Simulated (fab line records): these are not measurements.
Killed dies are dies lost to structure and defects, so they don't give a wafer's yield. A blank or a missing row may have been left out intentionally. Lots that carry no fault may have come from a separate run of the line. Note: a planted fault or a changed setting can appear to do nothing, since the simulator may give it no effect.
Comparing a struck lot with a sound one :: flow berkeley_cmos170 :: 27 out of 331 route steps
Sound: these wafers, L890.1, L890.5, L890.6. Struck: wafers L888.3, L888.5, L888.6. The cause is given at the end.
Each step with rows lists, per side, the tool, then ch with its chambers, then its first start. Under that, the readings that differ: sound wafers :: struck wafers :: difference of the means :: sigmas: that difference in standard deviations of wafers without a fault.
alike: readings whose means differ by less than 2 such deviations, and words and numbers that are the same on both sides. not compared: withheld readings, readings that some wafer has no value for, bounds like >300 that may hide the same value, and numbers for which the record gives no deviation and whose values overlap.
Wherever a step has rows on one side only, a row that says differs or no value, or a row with sigmas, the two part there. When numbers do not overlap yet have no deviation, they are printed without sigmas and do not part them. A reading that every wafer of one side lacks parts them only if that side has two wafers or more.

first, 1 step without rows for these wafers: UCB170_PSD_IMPLANT_08.
UCB170_PSD_STRIP_09: strips in O2.
  sound on plasma_asher-01 ch 0,1, day 10 16:01; struck on plasma_asher-03 ch 0,1, day 10 16:13
reading: strip_time_to_endpoint_s (s)
sound: 29.43 29.36 29.39
struck: 29.20 29.20 29.27
difference: -0.17
sigmas: -2
  alike: drypump_motor_current_A, oes_product_au
  not compared: rf_hours_counter_h
UCB170_PSD_TW_MEAS_10:
  sound on film_metro-02 at day 10 16:07; struck on film_metro-01 at day 10 16:18
  alike: PSD_TW
then, 7 steps without rows for these wafers: UCB170_PSD_CLEAN_11 (cleans in SPM, time 600 s); UCB170_NSD_HMDS_00 (prime time 60 s); UCB170_NSD_COAT_01 (resist thk 900 nm); UCB170_NSD_SOFTBAKE_02 (time 60 s); UCB170_NSD_EXPOSE_03 (exposes mask NSELECT MOD, target cd 1200 nm); UCB170_NSD_PEB_04; UCB170_NSD_DEVELOP_05 (develop time 45 s).
UCB170_NSD_CD_MEAS_06 targets a cd of 1200 nm.
  sound on cd_sem-01 at day 10 18:26; struck on cd_sem-02 at day 10 18:44
  alike: cd_nm
UCB170_NSD_OVL_MEAS_07:
  sound on overlay-01 at day 10 18:33; struck on overlay-02 at day 10 18:50
  alike: NSD_OVL
UCB170_NSD_IMPLANT_08:
  sound on implanter-01 ch 0, day 10 18:35; struck on implanter-02 ch 0, day 10 19:14
  alike: tilt_deg
UCB170_NSD_STRIP_09: strips in O2.
  sound on plasma_asher-03 ch 0,1, day 10 18:44; struck on plasma_asher-04 ch 0,1, day 10 19:22
reading: oes_product_au (a.u.)
sound: 0.539 0.532 0.526
struck: 0.487 0.481 0.481
difference: -0.049
sigmas: -12

reading: strip_time_to_endpoint_s (s)
sound: 35.91 35.80 35.90
struck: 42.74 42.61 42.73
difference: +6.82
sigmas: +96
  alike: drypump_motor_current_A
  not compared: rf_hours_counter_h
UCB170_NSD_TW_MEAS_10:
  sound on film_metro-01 at day 10 18:50; struck on film_metro-04 at day 10 19:27
reading: NSD_TW
sound: 4163 4171 4162
struck: 4454 4425 4444
difference: +276
sigmas: +7
then, 4 steps without rows for these wafers: UCB170_NSD_CLEAN_11 (cleans in SPM, time 600 s); UCB170_BACKSIDE_HMDS_00 (prime time 60 s); UCB170_BACKSIDE_COAT_01 (resist thk 900 nm); UCB170_BACKSIDE_SOFTBAKE_02 (time 60 s).
UCB170_BACKSIDE_STRIP_03: strips in O2.
  sound on plasma_asher-03 ch 0,1, day 10 19:31; struck on plasma_asher-04 ch 0,1, day 10 20:21
  alike: drypump_motor_current_A, oes_product_au, strip_time_to_endpoint_s
  not compared: rf_hours_counter_h
then, 1 step without rows for these wafers: UCB170_BACKSIDE_CLEAN_04 (cleans in SPM, time 600 s).
UCB170_SDANNEAL_RTA_00: time 10 s.
  sound on rtp_anneal-02 ch 0, day 10 19:48; struck on rtp_anneal-02 ch 0, day 10 20:37
  alike: lamp_power_pct, wafer_temp_C_max
UCB170_SDANNEAL_RTA_01: time 5 s.
  sound on rtp_anneal-02 ch 0, day 10 19:52; struck on rtp_anneal-02 ch 0, day 10 20:41
  alike: lamp_power_pct, wafer_temp_C_max
UCB170_SDANNEAL_RS_MEAS_02: a four-point-probe measurement.
  sound on film_metro-04 at day 10 19:59; struck on film_metro-04 at day 10 20:46
  alike: PSD_RS
UCB170_SDANNEAL_RS_MEAS_03: a four-point-probe measurement.
  sound on film_metro-04 at day 10 20:06; struck on film_metro-04 at day 10 20:53
reading: NSD_RS (ohm/sq)
sound: 37.23 37.22 37.21
struck: 30.03 30.06 30.10
difference: -7.16
sigmas: -72
UCB170_SDANNEAL_RS_MEAS_04: a four-point-probe measurement.
  sound on film_metro-04 at day 10 20:13; struck on film_metro-04 at day 10 21:00
  alike: PLDD_RS
UCB170_M3_PROBE_99:
  rows exist in the record for the struck wafers here (prober-01, day 11 22:15), but not for the sound ones

## WHERE THEY PART
Last at UCB170_M3_PROBE_99 as far as this record goes, first at UCB170_PSD_STRIP_09.

WHY: the cause the simulator had injected
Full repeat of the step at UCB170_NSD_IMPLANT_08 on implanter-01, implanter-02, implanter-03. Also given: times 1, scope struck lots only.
